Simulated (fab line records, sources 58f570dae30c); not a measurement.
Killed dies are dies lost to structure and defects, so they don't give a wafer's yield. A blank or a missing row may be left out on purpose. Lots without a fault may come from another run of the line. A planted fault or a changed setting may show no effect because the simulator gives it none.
Problem report in the 8D (eight disciplines) form, filled by code | flow berkeley_cmos170 | the parts of the form that need people (team, actions taken, sign-off) are left out

1. THE PROBLEM
V2_TEOS_THK at UCB170_V2_THK_MEAS_01 reads a mean of 2174 nm on 1 wafer of 1 lot; wafers without a fault read 2004 nm with a standard deviation of 26. That is +6.5 standard deviations from the usual mean.
First seen on wafer L683.1, day 13 05:11, on film_metro-04. The record holds 39 wafers of 13 lots with a number at this step. Rule for "out", or "out of limits": more than 4 standard deviations from the usual mean. The other wafers with a number count as sound.

2. WHAT IT IS AND WHAT IT IS NOT
question                    | is                | is not
which readings at this step | V2_TEOS_THK       | -
which lots                  | L683              | L666, L667, L668, L669, L670, L671, L672, L673, L675, L681, L688, L689
which wafers of those lots  | L683.1            | L683.3, L683.5
read on which gauges        | film_metro-04     | film_metro-02, film_metro-03
when                        | from day 13 05:11 | up to then (32 sound wafers); but 6 sound wafers of L688, L689 came after

3. SUSPECTS, AND WHAT RULES EACH OUT
Counting: a tool at a process step up to the reading stays a suspect if it ran every lot that is out. Sound lots after the first of them don't rule it out here, since some wafers of a struck lot are sound.
- the gauge at UCB170_V2_THK_MEAS_01: ruled out. All the wafers that are out were read on film_metro-04, but those of them that UCB170_V2_CVD_00 has rows for are out there too, on other tools.
- pecvd-02 at UCB170_V2_CVD_00 (deposits SiO2 from TEOS/O2, target thk 2000 nm, time 250 s): kept. It ran the lot that is out, L683 (day 13 05:02); its last sound lot up to then is L672 (day 10 06:39). Its own readings are out on those wafers: rf_fwd_power_W.
- Within pecvd-02 at UCB170_V2_CVD_00: the wafers that are out ran in chamber 0; their sound lot-mates ran in chamber 2.
Left after counting: pecvd-02 at UCB170_V2_CVD_00.

4. THE CAUSE (what the simulator had put in)
Process parameter drift: pecvd-02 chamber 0, from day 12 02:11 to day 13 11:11, at UCB170_V2_CVD_00. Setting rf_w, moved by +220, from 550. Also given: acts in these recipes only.
Counting left only this tool.

5. THE CHAIN OF EFFECTS, in route order
Each row: a reading whose mean over the struck wafers that have a number lies more than 3 standard deviations from the usual. Only readings for which the record gives a usual standard deviation are gone through. hours: the time from each lot's start at the first step in this table that gives one to its start at this step, as a median over the lots. sigmas: the change in usual standard deviations.
hours | step                  | reading        | usual   | on struck wafers | change | sigmas
0     | UCB170_V2_CVD_00      | rf_fwd_power_W | 548.7 W | 770.3            | +221.6 | +99 or more
0     | UCB170_V2_THK_MEAS_01 | V2_TEOS_THK    | 2004 nm | 2174             | +170   | +6.5
The process steps in it:
- UCB170_V2_CVD_00: deposits SiO2 from TEOS/O2, target thk 2000 nm, time 250 s.

6. WHAT WOULD HAVE CAUGHT IT SOONER
In this record the first reading out of limits at a measuring or inspecting step was taken at day 13 05:11, 27 hours after the fault began at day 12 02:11.
The tool's own readings at UCB170_V2_CVD_00 were out on every struck wafer that the step has a row for (rf_fwd_power_W): an alarm limit on them would have fired on the first of those.
All the lots that are out (1) had begun UCB170_V2_CVD_00 on pecvd-02 by day 13 05:11. A hold on the tool at that time would have spared none of them.
